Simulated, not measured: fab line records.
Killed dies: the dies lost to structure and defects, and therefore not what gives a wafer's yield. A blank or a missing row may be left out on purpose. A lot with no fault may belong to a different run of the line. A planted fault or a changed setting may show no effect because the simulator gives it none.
A lot that was struck, set against a sound lot | flow ritCmos | 15 steps out of a route of 202
Sound: wafers L950.1, L950.2, L950.4. Struck: wafers L961.3, L961.4, L961.5. At the end, the cause is stated.
For every step that has rows: the tool of each side, followed by ch and its chambers, followed by its first start. Under that, the readings that differ: sound wafers | struck wafers | difference of the means | sigmas: that difference in standard deviations of wafers without a fault.
alike: a reading whose means differ by less than 2 such deviations, as well as words and numbers matching on both sides. not compared: withheld readings; readings where some wafer has no value; bounds like >300 that might hide an equal value; numbers whose values overlap and for which the record gives no deviation.
The two part at a step that has a row with sigmas, a row that says differs or no value, or rows on one side only. When numbers do not overlap yet have no deviation, they are printed without sigmas and do not part them. A reading that every wafer of one side lacks parts them only if that side has two wafers or more.

RIT_NWELL_OVL_MEAS_06:
  sound on overlay-01, day 2 16:08; struck on overlay-01, day 4 20:07
  alike: NWELL_OVL
then, 2 steps without rows for these wafers: RIT_NWELL_HARDBAKE_07 (time 120 s); RIT_NWELL_IMPLANT_08.
RIT_NWELL_STRIP_09: strips in O2, time 180 s.
  sound on plasmaAsher-03 ch 0,1, day 2 16:34; struck on plasmaAsher-04 ch 0,1, day 4 20:41
  alike: drypumpMotorCurrentA, rfReflPowerW
  not compared: rfHoursCounterH
RIT_NWELL_TW_MEAS_10:
  sound on filmMetro-01, day 2 16:44; struck on filmMetro-04, day 4 20:49
  alike: NWELL_TW
then, 6 steps without rows for these wafers: RIT_PWELL_HMDS_00 (prime time 60 s); RIT_PWELL_COAT_01 (resist thk 1300 nm); RIT_PWELL_SOFTBAKE_02 (time 60 s); RIT_PWELL_EXPOSE_03 (exposes mask M3, target cd 43700 nm); RIT_PWELL_PEB_04; RIT_PWELL_DEVELOP_05 (develop time 68 s).
RIT_PWELL_OVL_MEAS_06:
  sound on overlay-01, day 2 17:41; struck on overlay-02, day 4 21:53
  alike: PWELL_OVL
RIT_PWELL_HARDBAKE_07: time 120 s.
  sound on lithoTrack-04 ch 0, day 2 17:43; struck on lithoTrack-02 ch 0, day 4 21:59
reading                                   | sound                | struck               | difference | sigmas
heaterPowerTotalW (W)                     | 52.02 51.97 52.07    | 50.13 50.08 50.18    | -1.89      | -30
plateTempC (C)                            | 140.02 139.85 139.89 | 136.19 136.26 135.98 | -3.78      | -25
model.NOVOLAK_of_PWELL_COAT_01.thkNm (nm) | 1131 1132 1135       | 1144 1144 1146       | +12        | 
next, for these wafers, 1 step has no rows: RIT_PWELL_IMPLANT_08.
RIT_M1_PROBE_99:
  sound on prober-01, day 4 07:28; struck on prober-02, day 6 09:31
  alike: killedAtContacts, killedAtFrontEnd, killedDies, killedOpen, killedShort

## WHERE THEY PART
Only at RIT_PWELL_HARDBAKE_07, within this record. Later steps at which nothing parts them and some readings are alike: RIT_M1_PROBE_99.

WHY: what had been put in by the simulator
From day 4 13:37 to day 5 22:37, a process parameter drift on lithoTrack-02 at RIT_PWELL_HARDBAKE_07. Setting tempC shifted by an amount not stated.
